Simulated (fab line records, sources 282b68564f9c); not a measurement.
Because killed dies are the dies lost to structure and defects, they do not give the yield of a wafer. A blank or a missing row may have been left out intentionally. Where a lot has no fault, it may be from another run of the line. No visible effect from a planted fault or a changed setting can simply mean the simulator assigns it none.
Which tool was responsible? :: flow ritCmos :: 42 wafers from 14 lots sampled at 4 of the route's 202 steps

WHAT EACH GAUGE READ, for each wafer
RIT_NWELL_OVL_MEAS_06. Usual: for NWELL_OVL the level is 0.4 nm and the standard deviation is 1.4.
lot: L226
measured: day 1 23:15
on: overlay-02
NWELL_OVL (nm): 0.9 -1.3 0.3
flag: 

lot: L227
measured: day 2 07:07
on: overlay-02
NWELL_OVL (nm): -0.3 -2.0 -0.8
flag: 

lot: L228
measured: day 2 11:05
on: overlay-02
NWELL_OVL (nm): 3.2 4.0 4.4
flag: 

lot: L229
measured: day 2 12:33
on: overlay-02
NWELL_OVL (nm): 3.1 2.0 2.2
flag: 

lot: L231
measured: day 3 00:35
on: overlay-02
NWELL_OVL (nm): -0.8 0.6 1.3
flag: 

lot: L232
measured: day 3 05:05
on: overlay-02
NWELL_OVL (nm): -0.6 0.7 -0.7
flag: 

lot: L234
measured: day 3 15:24
on: overlay-01
NWELL_OVL (nm): -2.8 0.3 -2.1
flag: 

lot: L238
measured: day 4 09:41
on: overlay-02
NWELL_OVL (nm): 1.2 0.6 1.1
flag: 

lot: L239
measured: day 4 14:50
on: overlay-01
NWELL_OVL (nm): 2.3 2.2 -0.6
flag: 

lot: L240
measured: day 4 19:43
on: overlay-01
NWELL_OVL (nm): -1.0 -2.0 -1.4
flag: 

lot: L244
measured: day 5 17:02
on: overlay-01
NWELL_OVL (nm): -0.4 0.3 0.1
flag: 

lot: L246
measured: day 6 03:04
on: overlay-02
NWELL_OVL (nm): -1.9 0.7 -0.4
flag: 

lot: L248
measured: day 6 12:39
on: overlay-02
NWELL_OVL (nm): 1.3 -0.1 -0.6
flag: 

lot: L249
measured: day 6 17:01
on: overlay-02
NWELL_OVL (nm): 0.5 0.5 0.5
flag: 

RIT_NWELL_TW_MEAS_10. Usual: for NWELL_TW the level is 2148 and the standard deviation is 12.
lot: L226
measured: day 1 23:52
on: filmMetro-01
NWELL_TW: 2147 2144 2147
flag: 

lot: L227
measured: day 2 07:44
on: filmMetro-02
NWELL_TW: 2175 2151 2165
flag: 

lot: L228
measured: day 2 11:41
on: filmMetro-02
NWELL_TW: 2154 2159 2164
flag: 

lot: L229
measured: day 2 13:10
on: filmMetro-01
NWELL_TW: 2141 2140 2134
flag: 

lot: L231
measured: day 3 01:12
on: filmMetro-01
NWELL_TW: 2161 2150 2162
flag: 

lot: L232
measured: day 3 05:42
on: filmMetro-04
NWELL_TW: 2163 2166 2148
flag: 

lot: L234
measured: day 3 16:01
on: filmMetro-02
NWELL_TW: 2154 2148 2143
flag: 

lot: L238
measured: day 4 10:18
on: filmMetro-04
NWELL_TW: 2152 2154 2150
flag: 

lot: L239
measured: day 4 15:32
on: filmMetro-01
NWELL_TW: 2137 2140 2139
flag: 

lot: L240
measured: day 4 20:20
on: filmMetro-02
NWELL_TW: 2138 2136 2152
flag: 

lot: L244
measured: day 5 17:38
on: filmMetro-01
NWELL_TW: 2143 2141 2150
flag: 

lot: L246
measured: day 6 03:54
on: filmMetro-01
NWELL_TW: 2152 2128 2129
flag: 

lot: L248
measured: day 6 13:16
on: filmMetro-01
NWELL_TW: 2142 2135 2143
flag: 

lot: L249
measured: day 6 17:38
on: filmMetro-01
NWELL_TW: 2128 2139 2142
flag: 

RIT_GATE_CD_MEAS_90: target cd 150 nm. Usual: 149.9 nm for cdNm, sd 2.7.
lot: L226
measured: day 2 18:26
on: cdSem-02
cdNm (nm): 149.7 151.2 154.1
flag: 

lot: L227
measured: day 3 02:16
on: cdSem-02
cdNm (nm): 150.7 150.5 150.9
flag: 

lot: L228
measured: day 3 05:15
on: cdSem-01
cdNm (nm): 146.7 148.3 148.4
flag: 

lot: L229
measured: day 3 05:32
on: cdSem-02
cdNm (nm): 152.1 152.3 154.6
flag: 

lot: L231
measured: day 3 19:20
on: cdSem-01
cdNm (nm): 146.2 151.1 148.3
flag: 

lot: L232
measured: day 4 00:53
on: cdSem-01
cdNm (nm): 148.9 151.5 149.4
flag: 

lot: L234
measured: day 4 08:36
on: cdSem-02
cdNm (nm): 149.7 151.4 153.7
flag: 

lot: L238
measured: day 5 05:49
on: cdSem-01
cdNm (nm): 148.6 150.2 148.7
flag: 

lot: L239
measured: day 5 08:52
on: cdSem-02
cdNm (nm): 144.9 145.8 144.5
flag: 

lot: L240
measured: day 5 15:04
on: cdSem-01
cdNm (nm): 147.4 146.9 150.5
flag: 

lot: L244
measured: day 6 11:07
on: cdSem-02
cdNm (nm): 153.0 154.3 154.4
flag: 

lot: L246
measured: day 6 20:42
on: cdSem-01
cdNm (nm): 148.7 148.4 150.3
flag: 

lot: L248
measured: day 7 07:10
on: cdSem-02
cdNm (nm): 147.1 150.9 148.4
flag: 

lot: L249
measured: day 7 13:49
on: cdSem-02
cdNm (nm): 152.9 152.0 151.7
flag: 

WHICH TOOL RAN EACH LOT (tool, then ch and the chambers of the sampled wafers, then the start)
lot: L226
RIT_PWELL_DEVELOP_05: lithoTrack-02 ch 0, day 2 00:00

lot: L227
RIT_PWELL_DEVELOP_05: lithoTrack-03 ch 0, day 2 08:00

lot: L228
RIT_PWELL_DEVELOP_05: lithoTrack-02 ch 0, day 2 12:00

lot: L229
RIT_PWELL_DEVELOP_05: lithoTrack-04 ch 0, day 2 14:00

lot: L231
RIT_PWELL_DEVELOP_05: lithoTrack-04 ch 0, day 3 01:00

lot: L232
RIT_PWELL_DEVELOP_05: lithoTrack-03 ch 0, day 3 06:00

lot: L234
RIT_PWELL_DEVELOP_05: lithoTrack-04 ch 0, day 3 16:00

lot: L238
RIT_PWELL_DEVELOP_05: lithoTrack-04 ch 0, day 4 11:00

lot: L239
RIT_PWELL_DEVELOP_05: lithoTrack-02 ch 0, day 4 16:00

lot: L240
RIT_PWELL_DEVELOP_05: lithoTrack-04 ch 0, day 4 21:00

lot: L244
RIT_PWELL_DEVELOP_05: lithoTrack-02 ch 0, day 5 18:00

lot: L246
RIT_PWELL_DEVELOP_05: lithoTrack-03 ch 0, day 6 04:00

lot: L248
RIT_PWELL_DEVELOP_05: lithoTrack-03 ch 0, day 6 14:00

lot: L249
RIT_PWELL_DEVELOP_05: lithoTrack-03 ch 0, day 6 18:00
- RIT_PWELL_DEVELOP_05: develop time 68 s.

WHAT THE TOOLS THEMSELVES READ (means of the sampled wafers that have a number; where no wafer has one, the mark that the record gives instead)
RIT_PWELL_DEVELOP_05. Usual: chillPlateTempC 23.01 C, standard deviation 0.099; developerTempC 22.98 C, standard deviation 0.1.
lot: L226
tool: lithoTrack-02
chillPlateTempC (C): 23.04
developerTempC (C): 22.96
flag: 

lot: L227
tool: lithoTrack-03
chillPlateTempC (C): 23.05
developerTempC (C): 23.12
flag: 

lot: L228
tool: lithoTrack-02
chillPlateTempC (C): 23.14
developerTempC (C): 23.07
flag: 

lot: L229
tool: lithoTrack-04
chillPlateTempC (C): 23.02
developerTempC (C): 23.07
flag: 

lot: L231
tool: lithoTrack-04
chillPlateTempC (C): 22.98
developerTempC (C): 22.95
flag: 

lot: L232
tool: lithoTrack-03
chillPlateTempC (C): 23.06
developerTempC (C): 22.96
flag: 

lot: L234
tool: lithoTrack-04
chillPlateTempC (C): 23.00
developerTempC (C): 23.08
flag: 

lot: L238
tool: lithoTrack-04
chillPlateTempC (C): 23.00
developerTempC (C): 23.90
flag: OFF

lot: L239
tool: lithoTrack-02
chillPlateTempC (C): 22.85
developerTempC (C): 22.96
flag: 

lot: L240
tool: lithoTrack-04
chillPlateTempC (C): 23.15
developerTempC (C): 23.86
flag: OFF

lot: L244
tool: lithoTrack-02
chillPlateTempC (C): 23.01
developerTempC (C): 23.00
flag: 

lot: L246
tool: lithoTrack-03
chillPlateTempC (C): 22.97
developerTempC (C): 22.84
flag: 

lot: L248
tool: lithoTrack-03
chillPlateTempC (C): 23.04
developerTempC (C): 22.98
flag: 

lot: L249
tool: lithoTrack-03
chillPlateTempC (C): 22.90
developerTempC (C): 22.85
flag: 

THE ANSWER, worked out from the rows above alone
Rule: a lot counts as off when the mean over its wafers that have a number is more than 3 standard deviations away from the usual mean. Also off: a lot with no number at a reading for which 4 or more lots have one. Any other lot the step has rows for is counted as sound. After the gauges, taken in route order, come the tools' own readings; for these a lot's mean is taken, as printed above. The first step at which some lot is off is used, and at that step the reading that is off furthest; a lot without a number counts as furthest.
Off: L238, L240 (RIT_PWELL_DEVELOP_05, developerTempC).
A tool fits if, at that step or a process step before it, it ran every lot that is off, and no sound lot after the first of them. One fits: RIT_PWELL_DEVELOP_05 on lithoTrack-04. A fault onset in the window from L234 (day 3 16:00, its last sound lot) to L238 (day 4 11:00, its first lot off) fits.
On the lots that are off, the tool's own readings at RIT_PWELL_DEVELOP_05 differ by more than 5 times the standard deviation of the sound lots' means, which bears it out; developerTempC reads 23.88 C there versus 22.99 C on the sound lots.

WHAT THE SIMULATOR HAD INSERTED
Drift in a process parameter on lithoTrack-04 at RIT_PWELL_DEVELOP_05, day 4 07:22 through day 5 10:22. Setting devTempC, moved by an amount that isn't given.
Lots struck among those shown: L238, L240. This agrees with what the rule above found.
